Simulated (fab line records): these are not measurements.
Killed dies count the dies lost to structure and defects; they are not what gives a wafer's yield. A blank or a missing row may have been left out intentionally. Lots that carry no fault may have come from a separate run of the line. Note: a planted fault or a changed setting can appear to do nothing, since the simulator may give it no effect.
Matching of chambers | flow berkeley-cmos170 | rie-diel-03 running UCB170_CONTACT_ETCH_17: 4 sister chambers
The step etches BARC in N2/H2. 7 wafers are shown with their chamber, then 7 later ones without.

## WAFERS WITH THEIR CHAMBER
wafer  | chamber | throttle-valve-pct (%) | oes-product-au (a.u.)
L819.1 | 3       | 13.41                  | 1.003
L827.6 | 0       | 13.21                  | 1.015
L831.1 | 1       | 13.41                  | 0.981
L831.3 | 3       | 13.43                  | 0.964
L831.5 | 2       | 13.44                  | 0.995
L830.2 | 2       | 13.42                  | 1.003
L830.4 | 0       | 13.21                  | 1.018

## WAFERS WITH NO CHAMBER GIVEN
wafer  | throttle-valve-pct (%) | oes-product-au (a.u.)
L830.5 | 13.42                  | 0.996
L833.3 | 13.43                  | 0.968
L833.5 | 13.19                  | 1.007
L833.6 | 13.43                  | 0.958
L835.2 | 13.21                  | 1.009
L835.4 | 13.40                  | 0.978
L835.5 | 13.43                  | 0.998

## WHICH CHAMBER EACH WENT THROUGH
wafer  | from the rows above          | in truth
L830.5 | can't be placed: 3 or 2 or 1 | 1
L833.3 | can't be placed: 3 or 2 or 1 | 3
L833.5 | 0                            | 0
L833.6 | can't be placed: 3 or 1 or 2 | 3
L835.2 | 0                            | 0
L835.4 | can't be placed: 1 or 3      | 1
L835.5 | can't be placed: 2 or 3 or 1 | 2
2 of 7 placed correctly. Not placeable from these rows: 5 (in 5, the candidates include the true chamber). Placed wrongly: 0.
How it was worked out, from the rows above alone: a wafer's distance from a chamber is the root of the sum, over the readings, of the square of ((its reading less the chamber's mean) divided by the reading's scatter). If the next closest chamber is less than 2 further off than the closest, the wafer can't be placed; otherwise it belongs to the closest. A chamber's mean is the mean of its shown wafers. The scatter: the root of (the sum of the squares of (reading less its chamber's mean) over the shown wafers, divided by (wafers less chambers)).
